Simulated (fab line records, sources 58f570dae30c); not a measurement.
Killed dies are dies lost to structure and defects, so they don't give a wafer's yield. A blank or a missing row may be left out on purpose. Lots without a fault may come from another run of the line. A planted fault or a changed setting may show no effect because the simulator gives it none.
Problem report in the 8D (eight disciplines) form, filled by code | flow berkeley_cmos170 | the parts of the form that need people (team, actions taken, sign-off) are left out

1. THE PROBLEM
run_length_s at UCB170_M1_METAL_ETCH_12 reads a mean of 146.6 s on 9 wafers of 3 lots; wafers without a fault read 158.1 s with a standard deviation of 0.4. That is -29 standard deviations from the usual mean.
The step: etches Al in Cl2/BCl3, stops on PSG, target depth 780 nm, time 130 s.
First seen on wafer L575.2, day 10 23:40, on rie_metal-04. The record holds 21 wafers of 7 lots with a number at this step. Rule for "out", or "out of limits": more than 4 standard deviations from the usual mean. The other wafers with a number count as sound.

2. WHAT IT IS AND WHAT IT IS NOT
question                    | is                           | is not
which readings at this step | run_length_s, oes_product_au | chamber_pressure_mTorr, drypump_motor_current_A, throttle_valve_pct
which lots                  | L575, L577, L579             | L558, L568, L576, L581
which wafers of those lots  | all that have a number       | -
read on which tools         | rie_metal-04                 | rie_metal-01, rie_metal-02
when                        | from day 10 23:40            | up to then (6 sound wafers); but 6 sound wafers of L576, L581 came after

3. SUSPECTS, AND WHAT RULES EACH OUT
Counting: a tool at a process step up to the reading stays a suspect if it ran every lot that is out and no sound lot after the first of them.
- rie_metal-04 at UCB170_M1_METAL_ETCH_12 (etches Al in Cl2/BCl3, stops on PSG, target depth 780 nm, time 130 s): kept. It ran every lot that is out, first L575 (day 10 23:40), and no sound lot after that; its last sound lot up to then is L558 (day 6 21:37). Its own readings are out on those wafers: oes_product_au, run_length_s.
Left after counting: rie_metal-04 at UCB170_M1_METAL_ETCH_12.

4. THE CAUSE (what the simulator had put in)
Process parameter drift: rie_metal-04, from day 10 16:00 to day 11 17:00, at UCB170_M1_METAL_ETCH_12. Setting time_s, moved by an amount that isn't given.
Counting left only this tool.

5. THE CHAIN OF EFFECTS, in route order
Each row: a reading whose mean over the struck wafers that have a number lies more than 3 standard deviations from the usual. Only readings for which the record gives a usual standard deviation are gone through. hours: the time from each lot's start at the first step in this table that gives one to its start at this step, as a median over the lots. sigmas: the change in usual standard deviations.
hours | step                    | reading        | usual      | on struck wafers | change | sigmas
0     | UCB170_M1_METAL_ETCH_12 | oes_product_au | 0.850 a.u. | 0.926            | +0.076 | +6.3
0     | UCB170_M1_METAL_ETCH_12 | run_length_s   | 158.1 s    | 146.6            | -11.5  | -29
The process steps in it:
- UCB170_M1_METAL_ETCH_12: etches Al in Cl2/BCl3, stops on PSG, target depth 780 nm, time 130 s.

6. WHAT WOULD HAVE CAUGHT IT SOONER
In this record the first reading out of limits was taken at day 10 23:40, 8 hours after the fault began at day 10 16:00.
